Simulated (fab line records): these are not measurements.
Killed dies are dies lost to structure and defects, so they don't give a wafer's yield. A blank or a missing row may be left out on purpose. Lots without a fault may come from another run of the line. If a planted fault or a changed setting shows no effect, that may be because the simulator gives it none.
Which tool is to blame?	flow rit cmos	42 wafers sampled from 14 lots at 1 step of a route of 202

## WHAT THE GAUGES SHOWED, per wafer
The record lacks any reading of a measuring or inspecting step that a usual standard deviation could be used to judge.

## TOOL THAT RAN EACH LOT (tool first, then ch and the chambers of the sampled wafers, then the start)
lot	RIT_PWELL_DEVELOP_05
L758	litho track-02 ch 0, day 1 23:00
L759	litho track-01 ch 0, day 2 06:00
L761	litho track-04 ch 0, day 2 13:00
L762	litho track-04 ch 0, day 2 18:00
L763	litho track-02 ch 0, day 3 01:00
L765	litho track-04 ch 0, day 3 11:00
L767	litho track-02 ch 0, day 3 22:00
L768	litho track-01 ch 0, day 4 00:00
L770	litho track-02 ch 0, day 4 11:00
L772	litho track-02 ch 0, day 4 21:00
L775	litho track-01, day 5 12:00
L776	litho track-01, day 5 17:00
L777	litho track-02 ch 0, day 5 23:00
L781	litho track-02 ch 0, day 6 20:00
- RIT_PWELL_DEVELOP_05: develop time 68 s.

## WHAT THE TOOLS THEMSELVES READ (means of the sampled wafers that have a number; where no wafer has one, the mark that the record gives instead)
RIT_PWELL_DEVELOP_05.
lot	tool	chill plate temp C (C)
L758	litho track-02	23.02
L759	litho track-01	22.96
L761	litho track-04	23.03
L762	litho track-04	23.09
L763	litho track-02	22.90
L765	litho track-04	22.96
L767	litho track-02	22.83
L768	litho track-01	23.11
L770	litho track-02	23.06
L772	litho track-02	22.92
L775	litho track-01	-
L776	litho track-01	-
L777	litho track-02	22.97
L781	litho track-02	22.95

## THE ANSWER, worked out from the rows above alone
Rule: what is usual is taken from the lots themselves. The widest of any qualifying gaps counts: lots, ordered by their means at a reading, are off when they make up no more than a third of the lots, leave a main group of 4 or more, and stand apart from it by 3 or more times the standard deviation of that group's means. Not used: any main group whose means are identical at the precision the tables above print for the reading. Also off: a lot with no number at a reading for which 4 or more lots have one. The other lots that the step has rows for count as sound. After the gauges, taken in route order, come the tools' own readings; for these a lot's mean is taken, as printed above. At the first step where some lot is off, the reading lying furthest off is the one used; lots without a number count as furthest.
Off: L775, L776 (RIT_PWELL_DEVELOP_05, chill plate temp C). Without a number there: L775, L776. Mean 22.98 C and standard deviation 0.078 in the main group.
A tool fits if, at that step or a process step before it, it ran every lot that is off, and no sound lot after the first of them. One fits: RIT_PWELL_DEVELOP_05 on litho track-01. A fault onset in the window from L768 (day 4 00:00, its last sound lot) to L775 (day 5 12:00, its first lot off) fits.
Blank at RIT_PWELL_DEVELOP_05 on the lots that are off, where sound lots have numbers: chill plate temp C.

## WHAT THE SIMULATOR PUT IN
Beginning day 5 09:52, the whole step at RIT_PWELL_DEVELOP_05 was skipped on litho track-01. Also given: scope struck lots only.
Struck lots among those shown: L775, L776. This agrees with what the rule above found.
